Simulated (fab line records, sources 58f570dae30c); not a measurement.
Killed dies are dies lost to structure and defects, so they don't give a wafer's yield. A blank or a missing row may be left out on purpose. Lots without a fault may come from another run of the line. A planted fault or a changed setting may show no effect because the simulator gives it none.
Split-lot experiment | flow berkeley_cmos170 | 5 lots, 23 wafers read, on a route of 331 steps

THE SPLIT
At UCB170_M2_EXPOSE_12 (exposes mask METAL2, target cd 700 nm), the setting dose_mj was moved away from the recipe's 26 on 8 of the 23 wafers read, by -7.3% to +4.1%. The other wafers ran this setting at the recipe's value.

FROM THE SPLIT TO THE READING: what the file shows between them, 2 steps
- UCB170_M2_PEB_13
- UCB170_M2_DEVELOP_14: develop time 45 s

THE READING
cd_nm, in nm, at UCB170_M2_CD_MEAS_15 (target cd 700 nm). Fault-free wafers of this fab line usually give 699.9 nm, standard deviation 1.2 nm.

wafer  | tool, chamber at the split | dose_mj as run | against the recipe | cd_nm, nm | against lot-mates on the recipe
L076.3 | krf_scanner-02, 0          | 26             | recipe             | 699.1     | -
L076.4 | krf_scanner-02, 0          | 26             | recipe             | 699.7     | -
L076.6 | krf_scanner-02, 0          | 26             | recipe             | 700.1     | -
L078.1 | krf_scanner-01, 0          | 27.06          | +4.1%              | 692.6     | -6.2
L078.2 | krf_scanner-01, 0          | 27.06          | +4.1%              | 692.5     | -6.3
L078.4 | krf_scanner-01, 0          | 27.06          | +4.1%              | 692.3     | -6.5
L078.5 | krf_scanner-01, 0          | 26             | recipe             | 698.6     | -
L078.6 | krf_scanner-01, 0          | 26             | recipe             | 699.0     | -
L079.1 | krf_scanner-02, 0          | 26             | recipe             | 699.0     | -
L079.2 | krf_scanner-02, 0          | 26             | recipe             | 699.3     | -
L079.3 | krf_scanner-02, 0          | 26             | recipe             | 699.3     | -
L079.5 | krf_scanner-02, 0          | 26             | recipe             | 699.2     | -
L079.6 | krf_scanner-02, 0          | 26             | recipe             | 699.4     | -
L080.1 | krf_scanner-02, 0          | 26             | recipe             | 699.9     | -
L080.2 | krf_scanner-02, 0          | 26.82          | +3.2%              | 694.8     | -5.3
L080.3 | krf_scanner-02, 0          | 26.82          | +3.2%              | 695.7     | -4.4
L080.5 | krf_scanner-02, 0          | 26.82          | +3.2%              | 695.6     | -4.5
L080.6 | krf_scanner-02, 0          | 26             | recipe             | 700.3     | -
L083.2 | krf_scanner-02, 0          | 24.11          | -7.3%              | 713.9     | +13.1
L083.3 | krf_scanner-02, 0          | 26             | recipe             | 700.0     | -
L083.4 | krf_scanner-02, 0          | 24.11          | -7.3%              | 712.2     | +11.4
L083.5 | krf_scanner-02, 0          | 26             | recipe             | 700.4     | -
L083.6 | krf_scanner-02, 0          | 26             | recipe             | 701.9     | -

THE FIT
A straight line over all 23 wafers: cd_nm changes by -1.75 nm for each +1% of dose_mj; r = -0.99; the points scatter about the line by 0.86 nm.
The same after taking each lot's own level away (the mean of its wafers on the recipe; 23 wafers): -1.63 nm for each +1%; r = -0.99; scatter 0.51 nm.
On that fit, the largest move of dose_mj shifts the reading by 12 nm.
The lots' own levels span 698.80 to 700.77 nm, that is 1.6 times the standard deviation above.
So the lot-to-lot level changes the slope little: the two slopes agree.
Check: with one of the wafers moved furthest among these (-7.3%) left out of the fit, the line predicts +11.3 nm for it against its lot-mates. It came out at +13.1 nm against them.

OTHER SPLITS ON THESE WAFERS
These wafers also went through other splits before the reading. Each is held against what the fit with the lots' levels taken away leaves over:
other split on the same wafers         | wafers away from the commonest value | r with cd_nm (lot level and that fit taken away)
UCB170_CONTACT_CVD_01 sih4_flow_sccm   | 15                                   | +0.01
UCB170_M1_SPUTTER_00 time_s            | 9                                    | -0.09
UCB170_M1_EXPOSE_06 dose_mj            | 10                                   | -0.20
UCB170_M1_ETCH_11 source_w             | 11                                   | -0.04
UCB170_M1_METAL_ETCH_12 pressure_mtorr | 15                                   | -0.01

THE WHOLE CHAIN: every reading that the file lists as answering this split, in the file's order
step                 | what it does         | reading                                                   | change (the file's fit)              | r (the file's)
UCB170_M2_CD_MEAS_15 | target cd 700 nm     | cd_nm                                                     | -1.64 nm for each +1% of the setting | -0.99
UCB170_M2_ETCH_17    | etches BARC in N2/H2 | M2.cd_nm (the simulator's own value, which no gauge read) | -1.73 nm for each +1% of the setting | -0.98

THE FILE'S OWN FIT
cd_nm changes by -1.64 nm for each +1% of dose_mj, r = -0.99.
